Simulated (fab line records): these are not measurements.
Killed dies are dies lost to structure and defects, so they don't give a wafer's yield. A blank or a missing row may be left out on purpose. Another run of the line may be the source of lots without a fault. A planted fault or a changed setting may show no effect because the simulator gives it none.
A single fault, viewed from 2 desks || flow ritCmos || numbers are kept per desk, each desk with only its own; the story behind them comes last

== DESK OF THE TOOL OWNER: lithoTrack-02 ==
At RIT_NWELL_SOFTBAKE_02 (time 60 s), the tool's own readings, given per lot that ran on this tool as the mean of the sampled wafers with a number. If a lot's mean is further than 4 standard deviations from the usual mean, the lot is out of limits and carries the mark OUT (the distance appears in the brackets).
Columns: A = chillPlateTempC at RIT_NWELL_SOFTBAKE_02, usual 22.97 C; B = heaterPowerTotalW at RIT_NWELL_SOFTBAKE_02, usual 34.57 W; C = runLengthS at RIT_NWELL_SOFTBAKE_02, usual 89.29 s
{"lot": "L125", "first seen here": "day 1 20:46", "A": 22.87, "B": 34.58, "C": 89.36}
{"lot": "L126", "first seen here": "day 2 05:58", "A": 23.13, "B": 34.58, "C": 89.52}
{"lot": "L132", "first seen here": "day 3 07:12", "A": 23.02, "B": 34.60, "C": 89.56}
{"lot": "L137", "first seen here": "day 4 07:52", "A": 22.88, "B": "35.90 (+27) OUT", "C": "82.27 (-41) OUT"}
{"lot": "L138", "first seen here": "day 4 13:17", "A": 23.14, "B": "35.92 (+27) OUT", "C": "82.22 (-42) OUT"}
{"lot": "L139", "first seen here": "day 4 18:41", "A": 23.09, "B": "35.94 (+27) OUT", "C": "82.27 (-41) OUT"}
This desk's finding: out of limits on L137, L138, L139; first on L137, day 4 07:52 (heaterPowerTotalW at RIT_NWELL_SOFTBAKE_02). L125, L126, L132 stayed within limits.

== THE METROLOGY DESK ==
What the gauges read for every lot (on any tool): the sampled wafers with a number, averaged. If a lot's mean is further than 4 standard deviations from the usual mean, the lot is out of limits and carries the mark OUT (the distance appears in the brackets).
Columns: A = ACTIVE_NITRIDE_THK at RIT_ACTIVE_THK_MEAS_04, usual 149.6 nm; B = REOX_OXIDE_THK at RIT_REOX_THK_MEAS_04, usual 25.2 nm; C = cdNm at RIT_M1_CD_MEAS_90, usual 2598.3 nm
{"lot": "L125", "first seen here": "day 1 14:23", "A": 149.5, "B": 25.2, "C": 2599.2}
{"lot": "L126", "first seen here": "day 1 23:47", "A": 151.2, "B": 25.3, "C": 2598.8}
{"lot": "L127", "first seen here": "day 2 01:55", "A": 149.0, "B": 25.0, "C": 2600.1}
{"lot": "L128", "first seen here": "day 2 04:32", "A": 149.0, "B": 25.0, "C": 2598.5}
{"lot": "L129", "first seen here": "day 2 09:32", "A": 147.5, "B": 24.0, "C": 2597.9}
{"lot": "L132", "first seen here": "day 3 00:56", "A": 148.6, "B": 25.1, "C": 2596.7}
{"lot": "L137", "first seen here": "day 4 01:32", "A": 152.3, "B": 25.4, "C": 2602.2}
{"lot": "L138", "first seen here": "day 4 06:32", "A": 150.7, "B": 24.8, "C": 2595.7}
{"lot": "L139", "first seen here": "day 4 11:32", "A": 151.0, "B": 25.5, "C": 2594.3}
{"lot": "L140", "first seen here": "day 4 16:32", "A": 150.6, "B": 25.3, "C": 2598.3}
{"lot": "L141", "first seen here": "day 4 21:32", "A": 147.3, "B": 26.1, "C": 2596.8}
{"lot": "L143", "first seen here": "day 5 07:32", "A": 149.2, "B": 25.4, "C": 2600.9}
{"lot": "L145", "first seen here": "day 5 17:58", "A": 149.4, "B": 25.2, "C": 2597.3}
{"lot": "L146", "first seen here": "day 5 22:49", "A": 149.1, "B": 24.4, "C": 2599.2}
{"lot": "L148", "first seen here": "day 6 08:32", "A": 151.5, "B": 25.7, "C": 2596.2}
This desk's finding: nothing out of limits on any of the 15 lots.

== BROUGHT TOGETHER ==
At day 4 07:52, on L137, L138, L139, the tool owner's desk was in a position to raise an alarm.
At the metrology desk, nothing out of limits was observed.
The metrology desk holds a record of L137, L138, L139, inside its limits.
Every lot named ran RIT_NWELL_SOFTBAKE_02 on lithoTrack-02.

== WHAT WAS PUT IN BY THE SIMULATOR ==
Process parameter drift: lithoTrack-02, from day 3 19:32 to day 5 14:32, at RIT_NWELL_SOFTBAKE_02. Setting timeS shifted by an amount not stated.
Lots struck among those shown: L137, L138, L139.
How many hours passed from the start of the fault until each desk's first out-of-limits reading: the tool owner's desk, 12.
